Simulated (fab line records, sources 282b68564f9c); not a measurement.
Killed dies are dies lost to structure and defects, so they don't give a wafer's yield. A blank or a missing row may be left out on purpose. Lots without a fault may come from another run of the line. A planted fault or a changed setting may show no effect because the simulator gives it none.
fab line records | flow rit_cmos
record lots=6 wafers=18 last_day=7
route steps=202 shown CONTACT@171 M1@184
lots that met no fault: from a run of the same line without faults
start_h: hours from the record's first day to the start of the lot's first wafer shown | wait_h: hours since the lot's step before | " the same as in the row above | L1.1+2: a row that stands for several wafers | - no value, or no start given | * or withheld: withheld | < > ~ a bound
route shown NAME@n: a module of which the file shows steps, and the number in the route of the first | usual: mean/standard deviation of fault-free wafers | same: alike in all rows | chamber/n: place in a boat | sites: the reading at each site | _std_site: their standard deviation | _edge_site: outer sites' mean less inner sites' | radius_mm: how far each site lies from the wafer's centre | mask NAME#n: copy n | behind: the tool/chamber that last shaped the wafer | hold: why the lot was held/for how many hours/how that ended | device: the transistor (n, p or np) that didn't switch | end of line: the same wafers' tests at the end of the route | a step without rows: its recipe alone | killed: dies lost to structure and defects at the first sort, not the wafer's yield | map: a wafer's dies, x killed, . not, _ none there
set.NAME: the setting as run; set.NAME@STEP: as run at that earlier step | model.NAME: the simulator's own value behind a step, which no gauge read
lots at some steps of the route; a table a step, a row a wafer
services: from which hour (start_h, from the record's first day; less than 0 if before it) a tool's chamber was out of use, for how many hours, and why
## steps
# step RIT_CONTACT_COAT_03
# recipe resist=NOVOLAK spin_rpm=3250 resist_thk_nm=1000
# step RIT_CONTACT_SOFTBAKE_04
# recipe resist=NOVOLAK temp_c=90 time_s=60
# step RIT_CONTACT_EXPOSE_05
# recipe mask_id=M11 na=0.6 source_shape=conventional sigma_outer=0.5 target_cd_nm=1000 dose_mj=250
# step RIT_CONTACT_PEB_06
# recipe resist=NOVOLAK temp_c=withheld time_s=withheld
# step RIT_CONTACT_DEVELOP_07
# recipe resist=NOVOLAK develop_time_s=125.5 dev_temp_c=23
# step RIT_CONTACT_CD_MEAS_08
# recipe target_cd_nm=1000
# usual cd_nm=1000.6/2.1
# columns lot.wafer tool chamber start_h wait_h cd_nm
L504.3 cd_sem-02 - 61.78 - 1004.9
L504.4 " - " " 1001.4
L504.5 " - " " 1002.1
L509.1 cd_sem-02 - 86.49 - 998.6
L509.2 " - " " 1001.6
L509.5 " - " " 999.9
L512.4 cd_sem-01 - 104.72 - 1003.7
L512.5 " - " " 1004.5
L512.6 " - " " 1005.0
L519.2 cd_sem-02 - 133.48 - 997.7
L519.4 " - " " 998.7
L519.5 " - " " 1001.3
L525.1 cd_sem-02 - 166.50 - 1000.8
L525.3 " - " " 999.9
L525.5 " - " " 997.7
L526.2 cd_sem-02 - 168.12 - 1004.1
L526.3 " - " " 1003.5
L526.6 " - " " 1002.0
# step RIT_CONTACT_OVL_MEAS_09
# usual CONTACT_OVL=-0.5/1.2
# columns lot.wafer tool chamber start_h wait_h CONTACT_OVL[nm]
L504.3 overlay-01 - 61.87 0.1 1.4
L504.4 " - " " -1.6
L504.5 " - " " -0.1
L509.1 overlay-02 - 86.61 0.1 -1.9
L509.2 " - " " 0.2
L509.5 " - " " -0.2
L512.4 overlay-02 - 104.80 0.1 0.6
L512.5 " - " " 0.2
L512.6 " - " " 1.3
L519.2 overlay-01 - 133.58 0.1 1.8
L519.4 " - " " 0.8
L519.5 " - " " -0.7
L525.1 overlay-01 - 166.62 0.1 -1.4
L525.3 " - " " -0.4
L525.5 " - " " -0.9
L526.2 overlay-01 - 168.22 0.1 -1.2
L526.3 " - " " 1.5
L526.6 " - " " 0.8
# step RIT_CONTACT_HARDBAKE_10
# recipe resist=NOVOLAK temp_c=140 time_s=60
# step RIT_CONTACT_ETCH_11
# recipe target_depth_a=4800 over_etch_frac=0.2 stop_on=TiSi2 chemistry=CHF3/CF4/Ar target=SiO2 CHF3_flow_sccm=50 cf4_flow_sccm=10 Ar_flow_sccm=100 O2_flow_sccm=5 pressure_mtorr=100 rf_w=200 time_s=320
# usual drypump_motor_current_A=5.9/0.49 oes_product_au=0.989/0.01 throttle_valve_pct=8.80/0.1
# columns lot.wafer tool chamber start_h wait_h drypump_motor_current_A oes_product_au rf_hours_counter_h throttle_valve_pct
L504.3 rie_diel-03 1 62.05 0.1 6.4 0.983 28 8.91
L504.4 " 2 " " 5.4 0.995 39 8.70
L504.5 " 0 " " 6.5 0.994 - 8.89
L509.1 rie_diel-03 2 86.80 0.1 5.4 0.992 39 8.71
L509.2 " 0 " " 6.5 0.998 73 8.90
L509.5 " 1 " " 6.5 0.980 - 8.93
L512.4 rie_diel-01 1 104.97 0.1 5.3 1.000 145 8.92
L512.5 " 0 " " 6.3 1.005 - 8.68
L512.6 " 1 " " 5.3 0.986 - 8.96
L519.2 rie_diel-02 0 133.76 0.1 5.9 0.995 1 8.75
L519.4 " 3 " " 6.3 0.959 8 8.71
L519.5 " 1 " " 6.4 0.998 - 8.83
L525.1 rie_diel-02 1 166.81 0.1 6.4 0.986 61 8.82
L525.3 " 2 " " 5.3 0.999 74 8.61
L525.5 " 3 " " 6.3 0.966 - 8.72
L526.2 rie_diel-03 0 168.40 0.1 6.5 0.994 74 8.91
L526.3 " 1 " " 6.4 0.982 31 8.92
L526.6 " 3 " " 5.2 0.977 - 8.85
# step RIT_CONTACT_STRIP_12
# recipe chemistry=O2 time_s=180 resist=NOVOLAK platen_temp_c=withheld power_w=500 pressure_mtorr=4000 o2_flow_sccm=4000
# usual drypump_motor_current_A=5.41/0.25
# columns lot.wafer tool chamber start_h wait_h drypump_motor_current_A rf_hours_counter_h
L504.3 plasma_asher-02 1 62.30 0.2 5.39 -
L504.4 " 0 " " 5.58 -
L504.5 " 0 " " 5.58 -
L509.1 plasma_asher-02 1 86.99 0.1 5.41 43
L509.2 " 0 " " 5.57 43
L509.5 " 0 " " 5.56 -
L512.4 plasma_asher-02 0 105.22 0.2 5.59 -
L512.5 " 0 " " 5.58 -
L512.6 " 1 " " 5.43 -
L519.2 plasma_asher-02 1 133.96 0.1 5.43 48
L519.4 " 1 " " 5.45 -
L519.5 " 0 " " 5.59 -
L525.1 plasma_asher-01 1 167.00 0.1 5.09 38
L525.3 " 1 " " 5.09 -
L525.5 " 1 " " 5.08 -
L526.2 plasma_asher-02 0 168.60 0.1 5.59 52
L526.3 " 1 " " 5.44 -
L526.6 " 1 " " 5.39 -
# step RIT_CONTACT_CD_MEAS_90
# recipe target_cd_nm=1000
# usual cd_nm=1000.5/2.1
# columns lot.wafer tool chamber start_h wait_h cd_nm
L504.3 cd_sem-01 - 62.46 0.1 1004.7
L504.4 " - " " 1001.1
L504.5 " - " " 1002.3
L509.1 cd_sem-01 - 87.17 0.1 998.9
L509.2 " - " " 1001.4
L509.5 " - " " 999.6
L512.4 cd_sem-02 - 105.39 0.1 1003.3
L512.5 " - " " 1004.0
L512.6 " - " " 1003.9
L519.2 cd_sem-02 - 134.15 0.1 997.4
L519.4 " - " " 998.0
L519.5 " - " " 1001.0
L525.1 cd_sem-01 - 167.18 0.1 999.8
L525.3 " - " " 999.8
L525.5 " - " " 996.9
L526.2 cd_sem-01 - 168.79 0.1 1003.8
L526.3 " - " " 1003.1
L526.6 " - " " 1002.0
# step RIT_CONTACT_CLEAN_13
# recipe chemistry=SC1 mix=3:3:50 time_s=600 temp_c=75
# step RIT_CONTACT_CLEAN_14
# recipe chemistry=SC2 mix=3:3:50 time_s=600 temp_c=75 dry=n2_spin
# columns lot.wafer tool chamber start_h wait_h
L504.3+4+5 wet_bench-02 2 62.71 0.0
L509.1+2+5 wet_bench-04 2 87.48 0.0
L512.4+5+6 wet_bench-03 3 105.63 0.0
L519.2+4+5 wet_bench-03 0 134.60 0.0
L525.1+3+5 wet_bench-04 2 167.49 0.0
L526.2+3+6 wet_bench-04 2 169.07 0.0
# step RIT_M1_SPUTTER_00
# recipe material=Al target_thk_nm=400 power_w=2000 chamber_pressure_pa=0.4 gas=Ar time_s=488.3 substrate_temp_c=25
# usual throttle_valve_pct=29.8/1.3
# columns lot.wafer tool chamber start_h wait_h throttle_valve_pct
L504.3 pvd_sputter-04 - 62.89 0.0 30.0
L504.4 " - " " 30.1
L504.5 " - " " 29.9
L509.1 pvd_sputter-02 - 87.65 0.0 32.6
L509.2 " - " " 27.9
L509.5 " - " " 28.3
L512.4 pvd_sputter-04 - 105.80 0.0 29.9
L512.5 " - " " 30.2
L512.6 " - " " 29.8
L519.2 pvd_sputter-02 - 134.79 0.0 28.3
L519.4 " - " " 31.8
L519.5 " - " " 31.7
L525.1 pvd_sputter-03 - 167.67 0.0 31.9
L525.3 " - " " 29.4
L525.5 " - " " 32.1
L526.2 pvd_sputter-04 - 169.24 0.0 30.7
L526.3 " - " " 30.1
L526.6 " - " " 29.8
# step RIT_M1_RS_MEAS_01
# recipe thk_meas_gauge=four-point-probe reads=Al_of_M1_SPUTTER_00
# usual M1_AL_RS=0.0751/0.00098
# columns lot.wafer tool chamber start_h wait_h M1_AL_RS[ohm/sq]
L504.3 film_metro-04 - 63.22 0.2 0.0741
L504.4 " - " " 0.0746
L504.5 " - " " 0.0750
L509.1 film_metro-02 - 87.95 0.2 0.0759
L509.2 " - " " 0.0764
L509.5 " - " " 0.0766
L512.4 film_metro-04 - 106.16 0.2 0.0758
L512.5 " - " " 0.0753
L512.6 " - " " 0.0757
L519.2 film_metro-04 - 135.11 0.2 0.0758
L519.4 " - " " 0.0759
L519.5 " - " " 0.0758
L525.1 film_metro-02 - 167.96 0.2 0.0760
L525.3 " - " " 0.0757
L525.5 " - " " 0.0763
L526.2 film_metro-02 - 169.56 0.2 0.0741
L526.3 " - " " 0.0758
L526.6 " - " " 0.0754
# step RIT_M1_THK_MEAS_02
# recipe thk_meas_gauge=xrf reads=Al_of_M1_SPUTTER_00
# usual M1_AL_THK=384/4.9
# columns lot.wafer tool chamber start_h wait_h M1_AL_THK[nm]
L504.3 film_metro-04 - 63.32 0.1 392
L504.4 " - " " 389
L504.5 " - " " 387
L509.1 film_metro-02 - 88.07 0.1 378
L509.2 " - " " 377
L509.5 " - " " 375
L512.4 film_metro-04 - 106.25 0.1 382
L512.5 " - " " 383
L512.6 " - " " 384
L519.2 film_metro-04 - 135.22 0.1 381
L519.4 " - " " 382
L519.5 " - " " 381
L525.1 film_metro-02 - 168.08 0.1 380
L525.3 " - " " 378
L525.5 " - " " 379
L526.2 film_metro-02 - 169.67 0.1 387
L526.3 " - " " 380
L526.6 " - " " 384
# step RIT_M1_HMDS_03
# recipe prime_time_s=60 prime_temp_c=140
# step RIT_M1_COAT_04
# recipe resist=NOVOLAK spin_rpm=2000 resist_thk_nm=1300
# step RIT_M1_SOFTBAKE_05
# recipe resist=NOVOLAK temp_c=90 time_s=60
# step RIT_M1_EXPOSE_06
# recipe mask_id=M12 na=0.6 source_shape=conventional sigma_outer=0.5 target_cd_nm=2600 dose_mj=250
# step RIT_M1_PEB_07
# recipe resist=NOVOLAK temp_c=withheld time_s=withheld
# step RIT_M1_DEVELOP_08
# recipe resist=NOVOLAK develop_time_s=70.99 dev_temp_c=23
# step RIT_M1_CD_MEAS_09
# recipe target_cd_nm=2600
# usual cd_nm=2600.4/2.1
# columns lot.wafer tool chamber start_h wait_h cd_nm
L504.3 cd_sem-02 - 64.28 - 2600.3
L504.4 " - " " 2597.9
L504.5 " - " " 2601.3
L509.1 cd_sem-01 - 89.13 - 2600.5
L509.2 " - " " 2601.5
L509.5 " - " " 2601.1
L512.4 cd_sem-01 - 107.33 - 2601.4
L512.5 " - " " 2601.8
L512.6 " - " " 2602.9
L519.2 cd_sem-02 - 136.17 - 2602.1
L519.4 " - " " 2603.2
L519.5 " - " " 2602.3
L525.1 cd_sem-01 - 169.14 - 2597.2
L525.3 " - " " 2597.6
L525.5 " - " " 2596.8
L526.2 cd_sem-01 - 170.62 - 2597.8
L526.3 " - " " 2600.6
L526.6 " - " " 2599.2
# step RIT_M1_OVL_MEAS_10
# usual M1_OVL=-0.3/1.3
# columns lot.wafer tool chamber start_h wait_h M1_OVL[nm]
L504.3 overlay-02 - 64.37 0.1 1.5
L504.4 " - " " -0.2
L504.5 " - " " -0.3
L509.1 overlay-01 - 89.25 0.1 -1.2
L509.2 " - " " -0.9
L509.5 " - " " -2.1
L512.4 overlay-02 - 107.41 0.1 -1.7
L512.5 " - " " -1.7
L512.6 " - " " -1.8
L519.2 overlay-01 - 136.28 0.1 -1.7
L519.4 " - " " -1.3
L519.5 " - " " -1.1
L525.1 overlay-01 - 169.26 0.1 2.3
L525.3 " - " " 1.6
L525.5 " - " " 0.2
L526.2 overlay-02 - 170.72 0.1 0.3
L526.3 " - " " 1.4
L526.6 " - " " 1.8
# step RIT_M1_HARDBAKE_11
# recipe resist=NOVOLAK temp_c=140 time_s=120
# step RIT_M1_METAL_ETCH_12
# recipe stop_on=SiO2 chemistry=Cl2/BCl3 target=Al time_s=165 over_etch_frac=0.5 pressure_mtorr=100 target_depth_a=6000 rf_w=250 Cl2_flow_sccm=60 bcl3_flow_sccm=50
# usual drypump_motor_current_A=5.7/0.48 oes_product_au=0.783/0.011 throttle_valve_pct=8.25/0.087
# columns lot.wafer tool chamber start_h wait_h drypump_motor_current_A oes_product_au rf_hours_counter_h throttle_valve_pct
L504.3 rie_metal-03 1 64.70 0.2 6.4 0.790 - 8.25
L504.4 " 0 " " 5.8 0.787 - 8.11
L504.5 " 1 " " 6.4 0.787 - 8.24
L509.1 rie_metal-04 0 89.54 0.2 5.4 0.753 2.7 8.51
L509.2 " 1 " " 5.9 0.770 2.7 8.29
L509.5 " 0 " " 5.4 0.746 - 8.51
L512.4 rie_metal-04 1 107.84 0.2 5.9 0.783 - 8.29
L512.5 " 1 " " 5.9 0.781 - 8.27
L512.6 " 1 " " 5.9 0.786 - 8.29
L519.2 rie_metal-03 1 136.56 0.2 6.4 0.794 2.0 8.26
L519.4 " 0 " " 5.8 0.783 - 8.12
L519.5 " 1 " " 6.4 0.789 - 8.26
L525.1 rie_metal-03 0 169.55 0.2 5.8 0.777 1.3 8.13
L525.3 " 0 " " 5.8 0.772 - 8.12
L525.5 " 1 " " 6.4 0.797 - 8.26
L526.2 rie_metal-01 1 171.00 0.2 4.9 0.784 5.2 8.18
L526.3 " 0 " " 5.5 0.771 - 8.25
L526.6 " 0 " " 5.5 0.771 - 8.25
# step RIT_M1_STRIP_13
# recipe chemistry=nmp resist=NOVOLAK temp_c=80 time_s=600 dry=n2_spin
# step RIT_M1_STRIP_14
# recipe chemistry=O2 time_s=180 platen_temp_c=withheld power_w=500 pressure_mtorr=4000 o2_flow_sccm=4000
# usual drypump_motor_current_A=5.8/0.67
# columns lot.wafer tool chamber start_h wait_h drypump_motor_current_A rf_hours_counter_h
L504.3 plasma_asher-03 0 65.04 0.1 5.1 -
L504.4 " 1 " " 5.1 -
L504.5 " 0 " " 5.1 -
L509.1 plasma_asher-04 1 89.88 0.0 6.9 46
L509.2 " 0 " " 5.8 46
L509.5 " 1 " " 6.9 -
L512.4 plasma_asher-04 0 108.23 0.1 5.8 -
L512.5 " 0 " " 5.8 -
L512.6 " 1 " " 6.9 -
L519.2 plasma_asher-03 0 136.91 0.0 5.1 2
L519.4 " 0 " " 5.2 -
L519.5 " 0 " " 5.2 -
L525.1 plasma_asher-04 1 169.90 0.0 6.9 55
L525.3 " 1 " " 6.9 -
L525.5 " 0 " " 5.8 -
L526.2 plasma_asher-04 1 171.34 0.0 6.9 55
L526.3 " 0 " " 5.8 -
L526.6 " 1 " " 6.8 -
# step RIT_M1_CD_MEAS_90
# recipe target_cd_nm=2600
# usual cd_nm=2601.6/2.4
# columns lot.wafer tool chamber start_h wait_h cd_nm
L504.3 cd_sem-01 - 65.20 0.1 2600.8
L504.4 " - " " 2600.2
L504.5 " - " " 2603.0
L509.1 cd_sem-02 - 90.05 0.1 2602.8
L509.2 " - " " 2604.0
L509.5 " - " " 2603.2
L512.4 cd_sem-01 - 108.41 0.1 2601.4
L512.5 " - " " 2602.7
L512.6 " - " " 2603.5
L519.2 cd_sem-01 - 137.10 0.1 2601.7
L519.4 " - " " 2604.2
L519.5 " - " " 2601.4
L525.1 cd_sem-01 - 170.08 0.1 2601.1
L525.3 " - " " 2601.3
L525.5 " - " " 2598.4
L526.2 cd_sem-01 - 171.53 0.1 2597.4
L526.3 " - " " 2604.1
L526.6 " - " " 2603.2
# step RIT_M1_ANNEAL_15
# recipe temp_c=450 time_s=1800 ambient=forming_gas_H2N2
# step RIT_M1_BOW_MEAS_16
# recipe mode=bow
# usual M1_BOW=18/6.8
# columns lot.wafer tool chamber start_h wait_h M1_BOW[um]
L504.3 film_metro-03 - 66.82 0.0 30
L504.4 " - " " 12
L504.5 " - " " 26
L509.1 film_metro-02 - 91.67 0.0 21
L509.2 " - " " 15
L509.5 " - " " 9
L512.4 film_metro-02 - 110.03 0.1 13
L512.5 " - " " 20
L512.6 " - " " 12
L519.2 film_metro-04 - 138.72 0.0 19
L519.4 " - " " 30
L519.5 " - " " 24
L525.1 film_metro-03 - 171.70 0.0 15
L525.3 " - " " 11
L525.5 " - " " 15
L526.2 film_metro-03 - 173.22 0.0 21
L526.3 " - " " 24
L526.6 " - " " 20
# step RIT_M1_PROBE_99
# usual killed_at_M0_to_M3=0.0/0.12 killed_at_contacts=0.0/0.16 killed_at_front_end=7.1/2.7 killed_dies=7.2/2.7 killed_open=3.5/1.9 killed_short=3.6/1.9
# same gross_dies=264 killed_at_M4_up=0 killed_at_back_side=0 killed_at_other=0
# columns lot.wafer tool chamber start_h wait_h hold killed_at_M0_to_M3 killed_at_contacts killed_at_front_end killed_dies killed_open killed_short
L504.3 prober-01 - 67.00 0.2 - 0 0 3 3 3 0
L504.4 prober-01 - 67.05 0.2 - 0 0 9 9 5 4
L504.5 prober-01 - 67.10 0.2 - 0 0 5 5 2 3
L509.1 prober-02 - 91.79 0.1 - 0 1 6 7 3 4
L509.2 prober-02 - 91.84 0.1 - 1 0 8 9 3 5
L509.5 prober-02 - 91.99 0.2 - 0 0 9 9 7 2
L512.4 prober-01 - 110.24 0.2 - 0 0 7 7 3 4
L512.5 prober-01 - 110.29 0.2 - 0 0 10 10 5 5
L512.6 prober-01 - 110.34 0.2 - 0 1 3 4 1 3
L519.2 prober-02 - 138.87 0.1 - 0 0 7 7 2 5
L519.4 prober-02 - 138.97 0.2 - 0 0 10 10 4 6
L519.5 prober-02 - 139.02 0.2 - 0 1 9 10 5 5
L525.1 prober-02 - 171.82 0.1 await_dispo/5.0h/release 0 32 4 36 2 2
L525.3 prober-02 - 171.92 0.2 await_dispo/5.0h/release 0 34 7 41 6 1
L525.5 prober-02 - 172.02 0.2 await_dispo/5.0h/release 0 30 1 31 0 1
L526.2 prober-01 - 173.37 0.1 await_dispo/2.4h/release 0 34 11 45 4 7
L526.3 prober-01 - 173.42 0.2 await_dispo/2.4h/release 0 29 9 38 4 5
L526.6 prober-01 - 173.57 0.2 await_dispo/2.4h/release 0 38 8 46 5 3
# killed by level:class
L504.3 FOX2:geometric_particle:open=1 GATE:geometric_particle:open=1 REOX:geometric_particle:open=1
L504.4 GATE:geometric_particle:open=4 GATE:geometric_particle:short=3 FOX2:geometric_particle:short=1 FOX2:geometric_particle:open=1
L504.5 GATE:geometric_particle:short=2 REOX:geometric_particle:open=2 REOX:geometric_particle:short=1
L509.1 GATE:geometric_particle:short=2 REOX:geometric_particle:short=2 FOX1:geometric_particle:open=1 REOX:geometric_particle:open=1 CONTACT:geometric_particle:open=1
L509.2 REOX:geometric_particle:short=2 SILICIDE:geometric_particle:open=2 SILICIDE:geometric_particle:short=2 FOX1:geometric_particle:short=1 REOX:geometric_particle:open=1 M1:coat_microbubble_printed=1
L509.5 FOX1:geometric_particle:open=2 GATE:geometric_particle:short=2 SILICIDE:geometric_particle:open=2 GATE:geometric_particle:open=1 REOX:geometric_particle:open=1 SPACER:geometric_particle:open=1
L512.4 SPACER:geometric_particle:short=2 FOX1:geometric_particle:open=1 GATE:geometric_particle:open=1 GATE:geometric_particle:short=1 REOX:geometric_particle:open=1 REOX:geometric_particle:short=1
L512.5 GATE:geometric_particle:short=4 GATE:geometric_particle:open=3 FOX1:geometric_particle:open=2 SPACER:geometric_particle:short=1
L512.6 GATE:geometric_particle:short=1 GATE:geometric_particle:open=1 REOX:geometric_particle:short=1 CONTACT:geometric_particle:short=1
L519.2 REOX:geometric_particle:short=2 FOX1:geometric_particle:short=1 FOX2:geometric_particle:short=1 GATE:geometric_particle:short=1 REOX:geometric_particle:open=1 SILICIDE:geometric_particle:open=1
L519.4 GATE:geometric_particle:short=4 GATE:geometric_particle:open=3 SPACER:geometric_particle:short=1 SILICIDE:geometric_particle:short=1 SILICIDE:geometric_particle:open=1
L519.5 GATE:geometric_particle:short=2 REOX:geometric_particle:open=2 FOX1:geometric_particle:open=1 FOX1:geometric_particle:short=1 FOX2:geometric_particle:short=1 SILICIDE:geometric_particle:open=1 SILICIDE:geometric_particle:short=1 CONTACT:geometric_particle:open=1
L525.1 CONTACT:unspecified=32 SPACER:geometric_particle:short=2 GATE:geometric_particle:open=1 SPACER:geometric_particle:open=1
L525.3 CONTACT:unspecified=34 GATE:geometric_particle:open=4 FOX1:geometric_particle:open=1 REOX:geometric_particle:open=1 SPACER:geometric_particle:short=1
L525.5 CONTACT:unspecified=30 REOX:geometric_particle:short=1
L526.2 CONTACT:unspecified=34 GATE:geometric_particle:short=4 SPACER:geometric_particle:short=2 SPACER:geometric_particle:open=2 SILICIDE:geometric_particle:open=2 FOX1:geometric_particle:short=1
L526.3 CONTACT:unspecified=29 REOX:geometric_particle:short=4 REOX:geometric_particle:open=3 FOX1:geometric_particle:open=1 SILICIDE:geometric_particle:short=1
L526.6 CONTACT:unspecified=38 GATE:geometric_particle:short=2 GATE:geometric_particle:open=2 REOX:geometric_particle:open=2 SILICIDE:geometric_particle:open=1 SILICIDE:geometric_particle:short=1
# map L525.3 (x killed, . not)
________......._______
_____.............____
____...............___
___...x..........x..__
__.................x._
__..................._
_..............xxx....
_.............xxxxx..x
_...........x.xxxxxxx.
_.............xxxxxxx.
__...........xxxxxxx._
__.............xxx.xx_
___..............xx.__
____...............___
_____.............____
________......._______
# map L526.6 (x killed, . not)
________......._______
_____..x..........____
____..........x....___
___.................__
__..................._
__..................._
_.....x.........xx.x..
_............xxxxxxxx.
_............xxxxxxxx.
_..x.........xxxxxxx..
__.......x...xxxxxx.x_
__.......x.....xxxx.._
___...............x.__
____..x.....x......___
_____.............____
________......._______
## services
# columns tool chamber start_h hours kind
plasma_asher-01 - 40.98 2.3 repair
plasma_asher-02 - 41.58 7.8 repair
rie_diel-03 - 57.93 0.6 repair
pvd_sputter-03 - 75.46 5.1 repair
rie_diel-02 0 76.36 - clean
rie_diel-02 0 76.36 14.8 scheduled_down
rie_diel-02 0 76.36 14.8 vent_cycle
rie_metal-04 - 80.68 1.9 repair
rie_diel-02 3 87.02 10.5 repair
rie_metal-03 0 93.84 10.0 repair
rie_diel-01 1 95.27 5.7 repair
rie_diel-03 0 98.90 9.8 repair
rie_metal-03 0 108.50 14.3 repair
plasma_asher-03 - 108.75 9.0 pm
plasma_asher-03 0 108.75 9.0 vent_cycle
plasma_asher-03 1 108.75 9.0 vent_cycle
rie_diel-03 0 109.05 15.7 repair
plasma_asher-02 - 109.58 2.8 pm
rie_diel-02 - 115.48 14.6 pm
plasma_asher-03 0 117.75 - clean
plasma_asher-03 1 117.75 - clean
plasma_asher-03 - 166.44 2.8 pm
rie_diel-01 1 170.45 - clean
## key
first_sign step=RIT_M1_PROBE_99 reading=killed_at_contacts direction=up sigmas=33 usual=0.0 struck=32.8
effect step=RIT_M1_PROBE_99 reading=killed_dies direction=up sigmas=12 usual=7.2 struck=39.5
met_at RIT_CONTACT_CLEAN_14
struck_wafers L525.1,L525.3,L525.5,L526.2,L526.3,L526.6
tester_left_out L525,L526
onset_between 87.48 167.49
also_fits time
fault kind=chamber_particle_source tool=wet_bench-04 chamber=- onset_h=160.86 steps=RIT_CONTACT_CLEAN_14 rate_per_visit_cm2=0.89152 end_h=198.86
# tester_left_out: of these lots the tester's yield and bins aren't shown, on N5 and GAA mostly nor the transistor test; their killed dies are dies lost to structure and defects alone, not to doping, threshold or leakage, so they don't give the yield
